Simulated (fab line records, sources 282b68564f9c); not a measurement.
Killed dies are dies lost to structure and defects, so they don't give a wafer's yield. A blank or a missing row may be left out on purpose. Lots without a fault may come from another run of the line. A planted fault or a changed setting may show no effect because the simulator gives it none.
fab line records | flow rit_cmos
record lots=6 wafers=18 last_day=7
route steps=202 shown SILICIDE@161 CONTACT@168
lots that met no fault: from a run of the same line without faults
start_h: hours from the record's first day to the start of the lot's first wafer shown | wait_h: hours since the lot's step before | " the same as in the row above | L1.1+2: a row that stands for several wafers | - no value, or no start given | * or withheld: withheld | < > ~ a bound
route shown NAME@n: a module of which the file shows steps, and the number in the route of the first | usual: mean/standard deviation of fault-free wafers | same: alike in all rows | chamber/n: place in a boat | sites: the reading at each site | _std_site: their standard deviation | _edge_site: outer sites' mean less inner sites' | radius_mm: how far each site lies from the wafer's centre | mask NAME#n: copy n | behind: the tool/chamber that last shaped the wafer | hold: why the lot was held/for how many hours/how that ended | device: the transistor (n, p or np) that didn't switch | end of line: the same wafers' tests at the end of the route | a step without rows: its recipe alone | killed: dies lost to structure and defects at the first sort, not the wafer's yield | map: a wafer's dies, x killed, . not, _ none there
set.NAME: the setting as run; set.NAME@STEP: as run at that earlier step | model.NAME: the simulator's own value behind a step, which no gauge read
lots at some steps of the route; a table a step, a row a wafer
services: from which hour (start_h, from the record's first day; less than 0 if before it) a tool's chamber was out of use, for how many hours, and why
## steps
# step RIT_SILICIDE_WET_ETCH_00
# recipe chemistry=BOE target=SiO2 target_depth_nm=14 time_s=15 dry=n2_spin dilution=10:1 temp_c=21.5
# step RIT_SILICIDE_SPUTTER_01
# recipe material=Ti target_thk_nm=30 power_w=350 chamber_pressure_pa=0.667 gas=Ar time_s=240 substrate_temp_c=25
# usual cathode_dc_power_W=350.01/0.059 throttle_valve_pct=29.9/1
# columns lot.wafer tool chamber start_h wait_h cathode_dc_power_W throttle_valve_pct
L273.3 pvd_sputter-02 - 55.14 0.0 350.00 29.1
L273.5 " - " " 349.88 29.8
L273.6 " - " " 350.02 31.5
L285.1 pvd_sputter-02 - 115.43 0.0 350.00 31.9
L285.5 " - " " 350.02 29.5
L285.6 " - " " 350.08 29.0
L286.4 pvd_sputter-03 - 118.11 0.0 350.00 30.9
L286.5 " - " " 349.92 30.9
L286.6 " - " " 350.06 29.7
L289.1 pvd_sputter-02 - 135.18 0.0 350.04 31.5
L289.2 " - " " 350.15 28.5
L289.4 " - " " 349.99 29.0
L295.1 pvd_sputter-02 - 163.40 0.0 350.02 29.1
L295.2 " - " " 350.00 29.7
L295.3 " - " " 349.87 31.7
L296.2 pvd_sputter-01 - 166.56 0.0 350.05 30.6
L296.3 " - " " 350.00 30.3
L296.6 " - " " 349.96 30.1
# step RIT_SILICIDE_RS_MEAS_02
# recipe thk_meas_gauge=four-point-probe reads=Ti_of_SILICIDE_SPUTTER_01
# usual SILICIDE_TI_RS=47.7/0.7
# columns lot.wafer tool chamber start_h wait_h SILICIDE_TI_RS[ohm/sq]
L273.3 film_metro-02 - 55.33 0.1 48.1
L273.5 " - " " 49.1
L273.6 " - " " 49.0
L285.1 film_metro-02 - 115.58 0.1 48.6
L285.5 " - " " 48.5
L285.6 " - " " 47.6
L286.4 film_metro-02 - 118.32 0.1 47.1
L286.5 " - " " 47.1
L286.6 " - " " 48.0
L289.1 film_metro-02 - 135.33 0.1 47.1
L289.2 " - " " 47.6
L289.4 " - " " 46.4
L295.1 film_metro-02 - 163.56 0.1 47.4
L295.2 " - " " 47.4
L295.3 " - " " 47.5
L296.2 film_metro-03 - 166.73 0.1 48.7
L296.3 " - " " 48.9
L296.6 " - " " 49.2
# step RIT_SILICIDE_THK_MEAS_03
# recipe thk_meas_gauge=xrf reads=Ti_of_SILICIDE_SPUTTER_01
# usual SILICIDE_TI_THK=29.7/0.38
# columns lot.wafer tool chamber start_h wait_h SILICIDE_TI_THK[nm]
L273.3 film_metro-02 - 55.43 0.1 29.6
L273.5 " - " " 29.0
L273.6 " - " " 29.2
L285.1 film_metro-02 - 115.70 0.1 29.2
L285.5 " - " " 29.5
L285.6 " - " " 29.9
L286.4 film_metro-02 - 118.41 0.1 30.2
L286.5 " - " " 30.0
L286.6 " - " " 29.8
L289.1 film_metro-02 - 135.45 0.1 30.0
L289.2 " - " " 29.6
L289.4 " - " " 30.3
L295.1 film_metro-02 - 163.68 0.1 30.0
L295.2 " - " " 29.8
L295.3 " - " " 29.7
L296.2 film_metro-03 - 166.84 0.1 29.0
L296.3 " - " " 28.9
L296.6 " - " " 28.7
# step RIT_SILICIDE_RTA_04
# recipe temp_c=650 time_s=10 idle_temp_c=25 ramp_up_s=5 ramp_down_s=5 cool_to_c=25 ambient=N2
# usual anneal_temp_c_max=652.3/0.66 wafer_temp_C_max=653.6/0.76
# columns lot.wafer tool chamber start_h wait_h anneal_temp_c_max wafer_temp_C_max
L273.3 rtp_anneal-02 0 55.50 0.1 652.3 653.2
L273.5 " 0 " " 653.0 653.4
L273.6 " 0 " " 653.3 652.9
L285.1 rtp_anneal-02 0 115.76 0.1 652.0 653.5
L285.5 " 0 " " 653.5 654.1
L285.6 " 0 " " 653.0 654.0
L286.4 rtp_anneal-01 0 118.47 0.1 651.7 655.4
L286.5 " 0 " " 651.8 653.7
L286.6 " 0 " " 652.3 653.9
L289.1 rtp_anneal-02 0 135.51 0.1 652.2 653.7
L289.2 " 0 " " 653.0 654.8
L289.4 " 0 " " 652.8 652.5
L295.1 rtp_anneal-02 0 163.74 0.1 653.5 653.1
L295.2 " 0 " " 652.4 652.9
L295.3 " 0 " " 653.8 652.7
L296.2 rtp_anneal-01 0 166.90 0.1 651.7 653.0
L296.3 " 0 " " 652.6 654.0
L296.6 " 0 " " 651.3 654.0
# step RIT_SILICIDE_WET_ETCH_05
# recipe chemistry=SPM target=Ti temp_c=90 time_s=120 dry=n2_spin
# step RIT_SILICIDE_RTA_06
# recipe temp_c=750 time_s=10 idle_temp_c=25 ramp_up_s=5 ramp_down_s=10 cool_to_c=25 ambient=N2
# usual anneal_temp_c_max=752.6/0.79 wafer_temp_C_max=754.2/0.85
# columns lot.wafer tool chamber start_h wait_h anneal_temp_c_max wafer_temp_C_max
L273.3 rtp_anneal-01 0 55.63 0.0 752.5 753.8
L273.5 " 0 " " 752.5 754.9
L273.6 " 0 " " 752.4 754.1
L285.1 rtp_anneal-01 0 115.87 0.0 751.3 755.3
L285.5 " 0 " " 751.3 754.1
L285.6 " 0 " " 751.1 753.7
L286.4 rtp_anneal-02 0 118.58 0.0 754.0 753.6
L286.5 " 0 " " 753.3 754.4
L286.6 " 0 " " 754.4 754.7
L289.1 rtp_anneal-02 0 135.62 0.0 752.4 752.9
L289.2 " 0 " " 753.5 753.6
L289.4 " 0 " " 753.8 753.4
L295.1 rtp_anneal-01 0 163.85 0.0 752.3 754.2
L295.2 " 0 " " 751.6 753.7
L295.3 " 0 " " 751.7 755.7
L296.2 rtp_anneal-02 0 167.01 0.0 754.5 754.4
L296.3 " 0 " " 753.0 753.5
L296.6 " 0 " " 752.7 753.3
# step RIT_CONTACT_CVD_00
# recipe material=SiO2 target_thk_nm=400 precursor=TEOS temp_c=390 time_s=61 rf_w=400
# usual heater_power_w=324/57 rf_fwd_power_W=396.1/1.9
# columns lot.wafer tool chamber start_h wait_h heater_power_w rf_fwd_power_W
L273.3 pecvd-03 2 55.72 0.1 355 397.0
L273.5 " 2 " " 359 397.1
L273.6 " 1 " " 232 392.7
L285.1 pecvd-02 2 115.94 0.1 314 399.0
L285.5 " 1 " " 199 393.3
L285.6 " 0 " " 392 395.5
L286.4 pecvd-03 2 118.64 0.0 377 398.3
L286.5 " 0 " " 367 397.4
L286.6 " 1 " " 249 395.0
L289.1 pecvd-03 0 135.69 0.1 386 398.1
L289.2 " 1 " " 245 392.4
L289.4 " 2 " " 366 396.4
L295.1 pecvd-04 1 163.92 0.1 346 393.0
L295.2 " 2 " " 394 398.4
L295.3 " 0 " " 356 396.7
L296.2 pecvd-03 2 167.06 0.0 385 396.4
L296.3 " 2 " " 289 398.0
L296.6 " 0 " " 355 396.4
# step RIT_CONTACT_THK_MEAS_01
# recipe reads=SiO2_of_CONTACT_CVD_00
# usual CONTACT_TEOS_THK=400/5.7
# columns lot.wafer tool chamber start_h wait_h CONTACT_TEOS_THK[nm]
L273.3 film_metro-03 - 55.79 0.0 399
L273.5 " - " " 406
L273.6 " - " " 405
L285.1 film_metro-03 - 115.99 0.0 407
L285.5 " - " " 407
L285.6 " - " " 403
L286.4 film_metro-03 - 118.69 0.0 396
L286.5 " - " " 402
L286.6 " - " " 401
L289.1 film_metro-03 - 135.74 0.0 391
L289.2 " - " " 393
L289.4 " - " " 396
L295.1 film_metro-02 - 163.97 0.0 396
L295.2 " - " " 395
L295.3 " - " " 397
L296.2 film_metro-02 - 167.15 0.1 393
L296.3 " - " " 400
L296.6 " - " " 401
# step RIT_CONTACT_HMDS_02
# recipe prime_time_s=60 prime_temp_c=140
# step RIT_CONTACT_COAT_03
# recipe resist=NOVOLAK spin_rpm=3250 resist_thk_nm=1000
# step RIT_CONTACT_SOFTBAKE_04
# recipe resist=NOVOLAK temp_c=90 time_s=60
# step RIT_CONTACT_EXPOSE_05
# recipe mask_id=M11 na=0.6 source_shape=conventional sigma_outer=0.5 target_cd_nm=1000 dose_mj=250
# usual exposure_dose_mJ_cm2=250.05/0.22 focus_offset_nm=0.0/0.5
# columns lot.wafer tool chamber start_h wait_h mask exposure_dose_mJ_cm2 focus_offset_nm
L273.3 iline_stepper-01 0 56.32 0.1 M11#0 250.45 0.3
L273.5 " 0 " " M11#0 250.02 0.4
L273.6 " 0 " " M11#0 249.99 0.3
L285.1 iline_stepper-02 - 116.62 0.2 M11#0 - -
L285.5 " - " " M11#0 - -
L285.6 " - " " M11#0 - -
L286.4 iline_stepper-02 - 119.34 0.2 M11#0 - -
L286.5 " - " " M11#0 - -
L286.6 " - " " M11#0 - -
L289.1 iline_stepper-02 0 136.25 0.1 M11#0 249.92 0.1
L289.2 " 0 " " M11#0 250.06 -0.2
L289.4 " 0 " " M11#0 250.29 0.6
L295.1 iline_stepper-02 0 164.60 0.2 M11#0 250.01 -0.3
L295.2 " 0 " " M11#0 250.22 -0.2
L295.3 " 0 " " M11#0 249.98 -0.7
L296.2 iline_stepper-01 0 167.93 0.2 M11#0 249.94 -0.7
L296.3 " 0 " " M11#0 250.24 0.0
L296.6 " 0 " " M11#0 250.79 0.0
# step RIT_CONTACT_PEB_06
# recipe resist=NOVOLAK temp_c=withheld time_s=withheld
## services
# columns tool chamber start_h hours kind
iline_stepper-02 - 31.79 9.3 repair
pvd_sputter-03 - 51.13 4.2 repair
pecvd-04 - 69.38 0.6 repair
iline_stepper-01 - 74.22 2.2 repair
pecvd-03 - 81.66 1.6 repair
pvd_sputter-02 - 84.31 8.3 repair
pecvd-03 - 108.05 2.5 repair
pecvd-03 2 122.50 5.7 repair
pecvd-03 - 138.65 14.6 pm
## key
first_sign step=RIT_CONTACT_EXPOSE_05 reading=tool_record direction=missing
effect none on later readings
met_at RIT_CONTACT_EXPOSE_05
struck_wafers L285.1,L285.5,L285.6,L286.4,L286.5,L286.6
later_rows_left_out L285.1,L285.5,L285.6,L286.4,L286.5,L286.6
sort_left_out L285.1,L285.5,L285.6,L286.4,L286.5,L286.6
tester_left_out L285,L286
fault kind=skipped_step_whole tool=iline_stepper-02 chamber=- onset_h=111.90 steps=RIT_CONTACT_EXPOSE_05 scope=struck_lots_only
# tester_left_out: of these lots the tester's yield and bins aren't shown, on N5 and GAA mostly nor the transistor test; their killed dies are dies lost to structure and defects alone, not to doping, threshold or leakage, so they don't give the yield
# sort_left_out: the simulated sort isn't trusted on such a fault, so these wafers' sort isn't shown, and their yield isn't known
# later_rows_left_out: the simulator's readings of these wafers behind a module that went badly wrong aren't trusted and aren't shown, but for the sort
